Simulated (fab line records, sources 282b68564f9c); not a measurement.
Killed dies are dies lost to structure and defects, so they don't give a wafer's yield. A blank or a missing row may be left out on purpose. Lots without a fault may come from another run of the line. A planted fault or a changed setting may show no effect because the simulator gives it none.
fab line records | flow rit_cmos | part 1 of 2: steps 1 to 33 of 47
record lots=5 wafers=15 last_day=8
route steps=202 shown ACTIVE@5 FOX1@20 FOX2@23 NWELL@28 PWELL@39 WELLDRIVE@50
lots that met no fault: from a run of the same line without faults
start_h: hours from the record's first day to the start of the lot's first wafer shown | wait_h: hours since the lot's step before | " the same as in the row above | L1.1+2: a row that stands for several wafers | - no value, or no start given | * or withheld: withheld | < > ~ a bound
route shown NAME@n: a module of which the file shows steps, and the number in the route of the first | usual: mean/standard deviation of fault-free wafers | same: alike in all rows | chamber/n: place in a boat | sites: the reading at each site | _std_site: their standard deviation | _edge_site: outer sites' mean less inner sites' | radius_mm: how far each site lies from the wafer's centre | mask NAME#n: copy n | behind: the tool/chamber that last shaped the wafer | hold: why the lot was held/for how many hours/how that ended | device: the transistor (n, p or np) that didn't switch | end of line: the same wafers' tests at the end of the route | a step without rows: its recipe alone | killed: dies lost to structure and defects at the first sort, not the wafer's yield | map: a wafer's dies, x killed, . not, _ none there
set.NAME: the setting as run; set.NAME@STEP: as run at that earlier step | model.NAME: the simulator's own value behind a step, which no gauge read
lots at some steps of the route; a table a step, a row a wafer
services: from which hour (start_h, from the record's first day; less than 0 if before it) a tool's chamber was out of use, for how many hours, and why
## steps
# step RIT_ACTIVE_THK_MEAS_04
# recipe reads=Si3N4_of_ACTIVE_CVD_03
# usual ACTIVE_NITRIDE_THK=153.9/1.5
# columns lot.wafer tool chamber start_h wait_h ACTIVE_NITRIDE_THK[nm]
L078.1 film_metro-01 - 34.68 0.0 155.5
L078.3 " - " " 155.1
L078.4 " - " " 155.6
L080.3 film_metro-01 - 45.45 0.0 151.1
L080.4 " - " " 151.6
L080.5 " - " " 150.7
L088.1 film_metro-02 - 85.72 0.0 154.5
L088.2 " - " " 154.2
L088.5 " - " " 154.8
L091.1 film_metro-02 - 103.31 0.0 152.6
L091.4 " - " " 152.3
L091.6 " - " " 153.0
L096.4 film_metro-04 - 129.11 0.0 152.9
L096.5 " - " " 153.1
L096.6 " - " " 152.7
# step RIT_ACTIVE_HMDS_05
# recipe prime_time_s=60 prime_temp_c=140
# columns lot.wafer tool chamber start_h wait_h
L078.1+3+4 litho_track-01 0 34.74 0.1
L080.3+4+5 litho_track-02 0 45.54 0.1
L088.1+2+5 litho_track-04 0 85.78 0.1
L091.1+4+6 litho_track-04 0 103.37 0.1
L096.4+5+6 litho_track-04 0 129.21 0.1
# step RIT_ACTIVE_COAT_06
# recipe resist=NOVOLAK spin_rpm=3250 resist_thk_nm=991.5
# columns lot.wafer tool chamber start_h wait_h
L078.1+3+4 litho_track-01 0 34.89 0.1
L080.3+4+5 litho_track-02 0 45.69 0.1
L088.1+2+5 litho_track-04 0 85.93 0.1
L091.1+4+6 litho_track-04 0 103.52 0.1
L096.4+5+6 litho_track-04 0 129.36 0.1
# step RIT_ACTIVE_SOFTBAKE_07
# recipe resist=NOVOLAK temp_c=90 time_s=60
# columns lot.wafer tool chamber start_h wait_h
L078.1+3+4 litho_track-01 0 35.04 0.1
L080.3+4+5 litho_track-02 0 45.84 0.1
L088.1+2+5 litho_track-04 0 86.08 0.1
L091.1+4+6 litho_track-04 0 103.67 0.1
L096.4+5+6 litho_track-04 0 129.51 0.1
# step RIT_ACTIVE_EXPOSE_08
# recipe mask_id=M1 na=0.6 source_shape=conventional sigma_outer=0.6 target_cd_nm=1400 dose_mj=225
# usual reticle_temp_C=22.98/0.1
# columns lot.wafer tool chamber start_h wait_h mask reticle_temp_C
L078.1 iline_stepper-01 0 35.19 0.1 M1#0 22.94
L078.3 " 0 " " M1#0 22.90
L078.4 " 0 " " M1#0 22.78
L080.3 iline_stepper-01 0 46.10 0.2 M1#0 23.03
L080.4 " 0 " " M1#0 22.98
L080.5 " 0 " " M1#0 23.18
L088.1 iline_stepper-02 0 86.36 0.2 M1#0 22.85
L088.2 " 0 " " M1#0 22.99
L088.5 " 0 " " M1#0 23.06
L091.1 iline_stepper-01 0 103.95 0.2 M1#0 23.09
L091.4 " 0 " " M1#0 22.96
L091.6 " 0 " " M1#0 22.97
L096.4 iline_stepper-02 0 129.64 0.1 M1#0 23.02
L096.5 " 0 " " M1#0 23.00
L096.6 " 0 " " M1#0 22.82
# step RIT_ACTIVE_PEB_09
# recipe resist=NOVOLAK temp_c=withheld time_s=withheld
# columns lot.wafer tool chamber start_h wait_h
L078.1+3+4 litho_track-01 0 35.30 0.1
L080.3+4+5 litho_track-01 0 46.23 0.1
L088.1+2+5 litho_track-01 0 86.47 0.1
L091.1+4+6 litho_track-01 0 104.07 0.1
L096.4+5+6 litho_track-02 0 129.78 0.1
# step RIT_ACTIVE_DEVELOP_10
# recipe resist=NOVOLAK develop_time_s=50 dev_temp_c=23
# columns lot.wafer tool chamber start_h wait_h
L078.1+3+4 litho_track-01 0 - -
L080.3+4+5 litho_track-01 0 - -
L088.1+2+5 litho_track-01 0 - -
L091.1+4+6 litho_track-01 0 - -
L096.4+5+6 litho_track-02 0 - -
# step RIT_ACTIVE_CD_MEAS_11
# recipe target_cd_nm=1400
# usual cd_nm=1400.3/2.6
# columns lot.wafer tool chamber start_h wait_h cd_nm
L078.1 cd_sem-01 - 35.59 - 1402.8
L078.3 " - " " 1403.8
L078.4 " - " " 1400.3
L080.3 cd_sem-02 - 46.50 - 1402.5
L080.4 " - " " 1399.4
L080.5 " - " " 1403.1
L088.1 cd_sem-02 - 86.76 - 1404.1
L088.2 " - " " 1402.8
L088.5 " - " " 1401.7
L091.1 cd_sem-02 - 104.35 - 1402.2
L091.4 " - " " 1401.5
L091.6 " - " " 1401.6
L096.4 cd_sem-01 - 130.05 - 1400.9
L096.5 " - " " 1401.7
L096.6 " - " " 1400.8
# step RIT_ACTIVE_HARDBAKE_12
# recipe resist=NOVOLAK temp_c=140 time_s=60
# columns lot.wafer tool chamber start_h wait_h
L078.1+3+4 litho_track-01 0 35.71 0.1
L080.3+4+5 litho_track-04 0 46.63 0.1
L088.1+2+5 litho_track-04 0 86.88 0.1
L091.1+4+6 litho_track-01 0 104.47 0.1
L096.4+5+6 litho_track-04 0 130.18 0.1
# step RIT_ACTIVE_ETCH_13
# recipe stop_on=SiO2 chemistry=SF6 target=Si3N4 time_s=210 over_etch_frac=0.4 SF6_flow_sccm=200 pressure_mtorr=260 rf_w=125 target_depth_a=2100
# usual chamber_pressure_mTorr=260.02/0.24 drypump_motor_current_A=5.7/0.43 oes_product_au=0.832/0.014 rf_fwd_power_W=124.7/0.38 throttle_valve_pct=7.49/0.15
# columns lot.wafer tool chamber start_h wait_h chamber_pressure_mTorr drypump_motor_current_A oes_product_au rf_fwd_power_W rf_hours_counter_h throttle_valve_pct
L078.1 rie_diel-02 1 35.86 0.1 259.79 6.5 0.840 124.5 20 7.36
L078.3 " 2 " " 260.32 6.1 0.861 124.9 100 7.69
L078.4 " 0 " " 259.84 5.6 0.847 125.0 109 7.65
L080.3 rie_diel-01 0 46.73 0.1 259.63 6.1 0.838 124.7 92 7.71
L080.4 " 1 " " 259.90 6.2 0.825 124.7 30 7.63
L080.5 " 0 " " 259.91 6.1 0.832 124.3 - 7.72
L088.1 rie_diel-04 3 87.03 0.1 260.07 5.5 0.820 124.7 5 7.37
L088.2 " 1 " " 260.19 6.2 0.810 123.8 129 7.51
L088.5 " 3 " " 260.01 5.5 0.821 124.8 - 7.35
L091.1 rie_diel-02 1 104.62 0.1 260.03 6.5 0.835 124.2 21 7.37
L091.4 " 0 " " 259.96 5.6 0.827 125.0 111 7.64
L091.6 " 1 " " 260.13 6.5 0.842 124.7 - 7.37
L096.4 rie_diel-02 1 130.32 0.1 259.86 6.5 0.836 125.2 - 7.37
L096.5 " 0 " " 259.75 5.5 0.834 124.5 - 7.67
L096.6 " 3 " " 260.45 5.8 0.846 124.3 - 7.35
# step RIT_ACTIVE_STRIP_14
# recipe chemistry=O2 time_s=180 resist=NOVOLAK platen_temp_c=withheld power_w=500 pressure_mtorr=4000 o2_flow_sccm=4000
# usual chamber_pressure_mTorr=4000/4.2 drypump_motor_current_A=6.2/0.51
# columns lot.wafer tool chamber start_h wait_h chamber_pressure_mTorr drypump_motor_current_A rf_hours_counter_h
L078.1 plasma_asher-01 1 35.99 0.1 4004 5.8 23
L078.3 " 0 " " 3998 6.8 -
L078.4 " 1 " " 4003 5.8 -
L080.3 plasma_asher-01 1 46.92 0.1 3995 5.7 -
L080.4 " 0 " " 3995 6.7 -
L080.5 " 1 " " 4005 5.8 -
L088.1 plasma_asher-02 0 87.16 0.1 3998 6.5 44
L088.2 " 1 " " 3994 6.8 44
L088.5 " 1 " " 3995 6.8 -
L091.1 plasma_asher-03 1 104.75 0.1 4000 5.5 45
L091.4 " 0 " " 3998 5.9 -
L091.6 " 1 " " 4000 5.5 -
L096.4 plasma_asher-02 1 130.45 0.1 4007 6.8 -
L096.5 " 1 " " 3990 6.8 -
L096.6 " 0 " " 3994 6.5 -
# step RIT_ACTIVE_CD_MEAS_90
# recipe target_cd_nm=1400
# usual cd_nm=1400.4/2.6
# columns lot.wafer tool chamber start_h wait_h cd_nm
L078.1 cd_sem-01 - 36.16 0.1 1402.7
L078.3 " - " " 1403.5
L078.4 " - " " 1400.3
L080.3 cd_sem-02 - 47.08 0.1 1402.0
L080.4 " - " " 1399.6
L080.5 " - " " 1403.0
L088.1 cd_sem-02 - 87.34 0.1 1404.7
L088.2 " - " " 1402.8
L088.5 " - " " 1402.0
L091.1 cd_sem-02 - 104.93 0.1 1402.6
L091.4 " - " " 1401.3
L091.6 " - " " 1401.7
L096.4 cd_sem-01 - 130.62 0.1 1400.9
L096.5 " - " " 1401.4
L096.6 " - " " 1401.3
# step RIT_ACTIVE_CLEAN_15
# recipe chemistry=SC1 mix=3:3:50 time_s=600 temp_c=75
# columns lot.wafer tool chamber start_h wait_h
L078.1+3+4 wet_bench-03 2 36.28 0.1
L080.3+4+5 wet_bench-04 0 47.16 0.1
L088.1+2+5 wet_bench-02 1 87.46 0.1
L091.1+4+6 wet_bench-04 2 105.05 0.1
L096.4+5+6 wet_bench-04 2 130.68 0.0
# step RIT_ACTIVE_CLEAN_16
# recipe chemistry=dHF dilution=50:1 time_s=30
# columns lot.wafer tool chamber start_h wait_h
L078.1+3+4 wet_bench-02 1 36.48 0.0
L080.3+4+5 wet_bench-02 3 47.37 0.0
L088.1+2+5 wet_bench-03 2 87.63 0.0
L091.1+4+6 wet_bench-02 3 105.22 0.0
L096.4+5+6 wet_bench-04 3 130.86 0.0
# step RIT_ACTIVE_CLEAN_17
# recipe chemistry=SC2 mix=3:3:50 time_s=600 temp_c=75 dry=n2_spin
# columns lot.wafer tool chamber start_h wait_h
L078.1+3+4 wet_bench-03 3 36.49 0.0
L080.3+4+5 wet_bench-03 3 47.39 0.0
L088.1+2+5 wet_bench-04 1 87.65 0.0
L091.1+4+6 wet_bench-03 3 105.24 0.0
L096.4+5+6 wet_bench-04 3 130.88 0.0
# step RIT_FOX1_OXIDATION_00
# recipe temp_c=1100 ambient=H2O target_thk_a=3507 p_h2o_torr=720 ox_time_s=1130
# usual spike_tc_source_C=1121.2/2.8
# same ox_time_s=1130
# columns lot.wafer tool chamber start_h wait_h spike_tc_source_C
L078.1 furnace-04 0 38.01 1.3 1122.2
L078.3 " 0 " " 1118.5
L078.4 " 0 " " 1119.9
L080.3 furnace-04 0 48.98 1.4 1120.0
L080.4 " 0 " " 1119.9
L080.5 " 0 " " 1120.9
L088.1 furnace-04 0 91.01 3.2 1120.9
L088.2 " 0 " " 1119.8
L088.5 " 0 " " 1121.3
L091.1 furnace-04 0 111.69 6.3 1119.9
L091.4 " 0 " " 1121.7
L091.6 " 0 " " 1119.7
L096.4 furnace-03 0 133.35 2.3 1120.7
L096.5 " 0 " " 1119.8
L096.6 " 0 " " 1121.2
# step RIT_FOX1_THK_MEAS_01
# recipe reads=SiO2_of_FOX1_OXIDATION_00
# usual FOX1_OXIDE_THK=349/5.9
# columns lot.wafer tool chamber start_h wait_h FOX1_OXIDE_THK[nm]
L078.1 film_metro-02 - 39.32 0.0 357
L078.3 " - " " 363
L078.4 " - " " 355
L080.3 film_metro-03 - 50.31 0.0 347
L080.4 " - " " 352
L080.5 " - " " 359
L088.1 film_metro-03 - 92.32 0.0 350
L088.2 " - " " 353
L088.5 " - " " 356
L091.1 film_metro-03 - 113.00 0.0 347
L091.4 " - " " 343
L091.6 " - " " 352
L096.4 film_metro-03 - 134.69 0.0 350
L096.5 " - " " 350
L096.6 " - " " 350
# step RIT_FOX1_WET_ETCH_02
# recipe chemistry=BOE target_depth_nm=350 time_s=390 temp_c=21.5 dry=n2_spin dilution=10:1 target=SiO2
# columns lot.wafer tool chamber start_h wait_h
L078.1+3+4 wet_bench-03 2 39.38 0.1
L080.3+4+5 wet_bench-03 1 50.35 0.0
L088.1+2+5 wet_bench-01 2 92.38 0.1
L091.1+4+6 wet_bench-01 3 113.06 0.1
L096.4+5+6 wet_bench-01 2 134.72 0.0
# step RIT_FOX2_OXIDATION_00
# recipe temp_c=1100 ambient=H2O target_thk_a=3507 p_h2o_torr=720 ox_time_s=1130
# usual spike_tc_source_C=1124/3.6
# same ox_time_s=1130
# columns lot.wafer tool chamber start_h wait_h spike_tc_source_C
L078.1 furnace-03 0 40.00 0.5 1120
L078.3 " 0 " " 1119
L078.4 " 0 " " 1118
L080.3 furnace-04 0 53.30 2.8 1121
L080.4 " 0 " " 1121
L080.5 " 0 " " 1121
L088.1 furnace-01 0 97.28 4.8 1126
L088.2 " 0 " " 1128
L088.5 " 0 " " 1127
L091.1 furnace-01 0 118.00 4.8 1126
L091.4 " 0 " " 1127
L091.6 " 0 " " 1127
L096.4 furnace-01 0 134.84 0.0 1126
L096.5 " 0 " " 1126
L096.6 " 0 " " 1126
# step RIT_FOX2_THK_MEAS_01
# recipe reads=SiO2_of_FOX2_OXIDATION_00
# usual FOX2_OXIDE_THK=348/7.7
# columns lot.wafer tool chamber start_h wait_h FOX2_OXIDE_THK[nm]
L078.1 film_metro-01 - 41.31 0.0 345
L078.3 " - " " 341
L078.4 " - " " 339
L080.3 film_metro-01 - 54.64 0.0 364
L080.4 " - " " 364
L080.5 " - " " 356
L088.1 film_metro-02 - 98.59 0.0 350
L088.2 " - " " 348
L088.5 " - " " 352
L091.1 film_metro-02 - 119.31 0.0 349
L091.4 " - " " 347
L091.6 " - " " 347
L096.4 film_metro-03 - 136.18 0.0 341
L096.5 " - " " 335
L096.6 " - " " 344
# step RIT_FOX2_CLEAN_02
# recipe chemistry=dHF dilution=50:1 time_s=180
# columns lot.wafer tool chamber start_h wait_h
L078.1+3+4 wet_bench-02 3 41.37 0.1
L080.3+4+5 wet_bench-02 2 54.68 0.0
L088.1+2+5 wet_bench-02 0 98.65 0.1
L091.1+4+6 wet_bench-01 0 119.37 0.1
L096.4+5+6 wet_bench-04 0 136.21 0.0
# step RIT_FOX2_WET_ETCH_03
# recipe chemistry=H3PO4 target=Si3N4 target_depth_nm=195 temp_c=165 time_s=2700
# columns lot.wafer tool chamber start_h wait_h
L078.1+3+4 wet_bench-01 1 41.43 0.0
L080.3+4+5 wet_bench-01 3 54.75 0.0
L088.1+2+5 wet_bench-04 1 98.71 0.0
L091.1+4+6 wet_bench-04 2 119.43 0.0
L096.4+5+6 wet_bench-01 0 136.27 0.0
# step RIT_FOX2_THK_MEAS_90
# recipe reads=SiO2_of_FOX2_OXIDATION_00
# usual FIELD_OXIDE_LEFT_1_THK=321/7.7
# columns lot.wafer tool chamber start_h wait_h FIELD_OXIDE_LEFT_1_THK[nm]
L078.1 film_metro-03 - 42.26 0.0 318
L078.3 " - " " 314
L078.4 " - " " 311
L080.3 film_metro-03 - 55.52 0.0 337
L080.4 " - " " 337
L080.5 " - " " 329
L088.1 film_metro-02 - 99.54 0.0 323
L088.2 " - " " 322
L088.5 " - " " 325
L091.1 film_metro-03 - 120.26 0.0 322
L091.4 " - " " 319
L091.6 " - " " 319
L096.4 film_metro-03 - 137.06 0.0 314
L096.5 " - " " 307
L096.6 " - " " 317
# step RIT_NWELL_HMDS_00
# recipe prime_time_s=58.79 prime_temp_c=140
# columns lot.wafer tool chamber start_h wait_h
L078.1+3+4 litho_track-04 0 42.32 0.1
L080.3+4+5 litho_track-03 0 55.78 0.2
L088.1+2+5 litho_track-04 0 99.60 0.1
L091.1+4+6 litho_track-04 0 120.32 0.1
L096.4+5+6 litho_track-03 0 137.17 0.1
# step RIT_NWELL_COAT_01
# recipe resist=NOVOLAK spin_rpm=2000 resist_thk_nm=1300
# columns lot.wafer tool chamber start_h wait_h
L078.1+3+4 litho_track-04 0 42.47 0.1
L080.3+4+5 litho_track-03 0 55.93 0.1
L088.1+2+5 litho_track-04 0 99.75 0.1
L091.1+4+6 litho_track-04 0 120.47 0.1
L096.4+5+6 litho_track-03 0 137.32 0.1
# step RIT_NWELL_SOFTBAKE_02
# recipe resist=NOVOLAK temp_c=90 time_s=60
# columns lot.wafer tool chamber start_h wait_h
L078.1+3+4 litho_track-04 0 42.62 0.1
L080.3+4+5 litho_track-03 0 56.08 0.1
L088.1+2+5 litho_track-04 0 99.90 0.1
L091.1+4+6 litho_track-04 0 120.62 0.1
L096.4+5+6 litho_track-03 0 137.47 0.1
# step RIT_NWELL_EXPOSE_03
# recipe mask_id=M2 na=0.57 target_cd_nm=43900 dose_mj=250
# usual reticle_temp_C=22.98/0.09
# columns lot.wafer tool chamber start_h wait_h mask reticle_temp_C
L078.1 iline_stepper-01 0 42.90 0.2 M2#0 23.07
L078.3 " 0 " " M2#0 22.96
L078.4 " 0 " " M2#0 23.04
L080.3 iline_stepper-02 0 56.34 0.2 M2#0 23.00
L080.4 " 0 " " M2#0 22.87
L080.5 " 0 " " M2#0 23.00
L088.1 iline_stepper-02 0 100.05 0.1 M2#0 22.97
L088.2 " 0 " " M2#0 22.92
L088.5 " 0 " " M2#0 23.00
L091.1 iline_stepper-02 0 120.77 0.1 M2#0 22.96
L091.4 " 0 " " M2#0 23.02
L091.6 " 0 " " M2#0 22.91
L096.4 iline_stepper-01 0 137.64 0.2 M2#0 23.06
L096.5 " 0 " " M2#0 22.84
L096.6 " 0 " " M2#0 22.87
# step RIT_NWELL_PEB_04
# recipe resist=NOVOLAK temp_c=withheld time_s=withheld
# columns lot.wafer tool chamber start_h wait_h
L078.1+3+4 litho_track-03 0 43.20 0.3
L080.3+4+5 litho_track-04 0 56.47 0.1
L088.1+2+5 litho_track-01 0 100.16 0.1
L091.1+4+6 litho_track-01 0 121.05 0.3
L096.4+5+6 litho_track-01 0 137.78 0.1
# step RIT_NWELL_DEVELOP_05
# recipe resist=NOVOLAK develop_time_s=68 dev_temp_c=23
# columns lot.wafer tool chamber start_h wait_h
L078.1+3+4 litho_track-03 0 - -
L080.3+4+5 litho_track-04 0 - -
L088.1+2+5 litho_track-01 0 - -
L091.1+4+6 litho_track-01 0 - -
L096.4+5+6 litho_track-01 0 - -
# step RIT_NWELL_OVL_MEAS_06
# usual NWELL_OVL=0.9/1.4
# columns lot.wafer tool chamber start_h wait_h NWELL_OVL[nm]
L078.1 overlay-02 - 43.51 - -0.2
L078.3 " - " " -1.2
L078.4 " - " " -2.8
L080.3 overlay-02 - 56.75 - -1.5
L080.4 " - " " 0.6
L080.5 " - " " 0.5
L088.1 overlay-02 - 100.48 - 2.3
L088.2 " - " " 3.8
L088.5 " - " " 2.9
L091.1 overlay-01 - 121.36 - 0.5
L091.4 " - " " 3.0
L091.6 " - " " 0.8
L096.4 overlay-02 - 138.03 - 2.2
L096.5 " - " " 0.3
L096.6 " - " " -0.2
# step RIT_NWELL_HARDBAKE_07
# recipe resist=NOVOLAK temp_c=140 time_s=120
# columns lot.wafer tool chamber start_h wait_h
L078.1+3+4 litho_track-04 0 43.55 0.0
L080.3+4+5 litho_track-03 0 56.85 0.1
L088.1+2+5 litho_track-03 0 100.51 0.0
L091.1+4+6 litho_track-01 0 121.40 0.0
L096.4+5+6 litho_track-03 0 138.18 0.1
# step RIT_NWELL_IMPLANT_08
# recipe species=P energy_kev=167.8 dose_cm2=5e+13 tilt_deg=7
# columns lot.wafer tool chamber start_h wait_h
L078.1+3+4 implanter-03 0 43.80 0.2
L080.3+4+5 implanter-03 0 57.07 0.2
L088.1+2+5 implanter-01 0 100.76 0.2
L091.1+4+6 implanter-02 0 121.65 0.2
L096.4+5+6 implanter-01 0 138.38 0.2
# step RIT_NWELL_STRIP_09
# recipe chemistry=O2 time_s=180 resist=NOVOLAK platen_temp_c=withheld power_w=500 pressure_mtorr=4000 o2_flow_sccm=4000
# usual chamber_pressure_mTorr=4000/3.7 drypump_motor_current_A=6.2/0.64
# columns lot.wafer tool chamber start_h wait_h chamber_pressure_mTorr drypump_motor_current_A rf_hours_counter_h
L078.1 plasma_asher-01 0 43.95 0.1 4001 6.8 24
L078.3 " 0 " " 3998 6.8 -
L078.4 " 1 " " 3999 5.7 -
L080.3 plasma_asher-02 1 57.23 0.1 3993 6.8 -
L080.4 " 0 " " 3999 6.5 -
L080.5 " 0 " " 4001 6.5 -
L088.1 plasma_asher-02 1 100.91 0.1 3996 6.8 45
L088.2 " 0 " " 4003 6.5 45
L088.5 " 0 " " 4006 6.5 -
L091.1 plasma_asher-01 1 121.80 0.1 4007 5.7 32
L091.4 " 0 " " 3994 6.8 -
L091.6 " 1 " " 3994 5.8 -
L096.4 plasma_asher-04 0 138.51 0.1 4002 6.6 -
L096.5 " 1 " " 4005 5.0 -
L096.6 " 0 " " 4001 6.6 -
